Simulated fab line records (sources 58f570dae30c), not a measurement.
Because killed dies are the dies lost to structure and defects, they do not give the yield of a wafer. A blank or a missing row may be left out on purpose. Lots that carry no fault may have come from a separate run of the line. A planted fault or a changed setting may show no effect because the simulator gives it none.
8D (eight disciplines) problem report, filled in by code	flow berkeley_cmos170	the parts of the form that need people (team, actions taken, sign-off) are left out

## 1. WHAT WENT WRONG
developer_temp_C at UCB170_M3_DEVELOP_14 reads a mean of 21.73 C on 6 wafers of 2 lots; wafers without a fault read 20.99 C with a standard deviation of 0.095. Measured from the usual mean, that is +7.8 standard deviations.
The step: develop time 45 s.
The first sign was on wafer L783.1 at day 10 21:00, on litho_track-04. The record has a number at this step for 42 wafers belonging to 14 lots. By rule, "out" or "out of limits" means more than 4 standard deviations away from the usual mean. The other wafers with a number count as sound.

## 2. WHAT IT IS, AND WHAT IT ISN'T
question	is	is not
which readings at this step	developer_temp_C	resist_line_temp_C
which lots	L783, L785	L770, L771, L772, L775, L776, L777, L779, L781, L789, L790, L791, L792
which wafers of those lots	all that have a number	-
read on which tools	litho_track-04	litho_track-01, litho_track-02
when	from day 10 21:00	up to then (21 sound wafers); but 15 sound wafers of L781, L789, L790, L791, L792 came after

## 3. SUSPECTS, AND WHAT RULES EACH OUT
Counting: a tool stays on the suspect list if, at a process step up to the reading, it processed all lots that are out and no sound lot following the first of them.
- litho_track-04 at UCB170_M3_DEVELOP_14 (develop time 45 s): kept. It processed each lot that is out, first L783 at day 10 21:00, and no sound lot thereafter; up to then, the last sound lot it processed was L777 at day 9 15:00. Out on those wafers are its own readings of developer_temp_C.
Remaining after the count: litho_track-04 at UCB170_M3_DEVELOP_14.

## 4. THE CAUSE (what the simulator had put in)
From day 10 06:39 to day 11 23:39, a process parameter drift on litho_track-04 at UCB170_M3_DEVELOP_14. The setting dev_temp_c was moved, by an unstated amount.
This tool alone remained once counting was done.

## 5. SEQUENCE OF EFFECTS, ordered by route
Each row: a reading whose mean over the struck wafers that have a number lies more than 3 standard deviations from the usual. Readings are gone through only where the record gives a usual standard deviation; hours: the median, over the lots, of the time from a lot's start at the first step in this table giving one to that lot's start at this step; sigmas: the change measured in usual standard deviations.
hours	step	reading	usual	on struck wafers	change	sigmas
0	UCB170_M3_DEVELOP_14	developer_temp_C	20.99 C	21.73	+0.74	+7.8
It contains these process steps:
- UCB170_M3_DEVELOP_14: develop time 45 s.
Later steps that measure or inspect, where all struck wafers having a row at the step show a number for every such reading and not one has moved that far: UCB170_M3_OVL_MEAS_16.

## 6. HOW IT WOULD HAVE BEEN CAUGHT EARLIER
In this record the first reading out of limits was taken at day 10 21:00, 14 hours after the fault began at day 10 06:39.
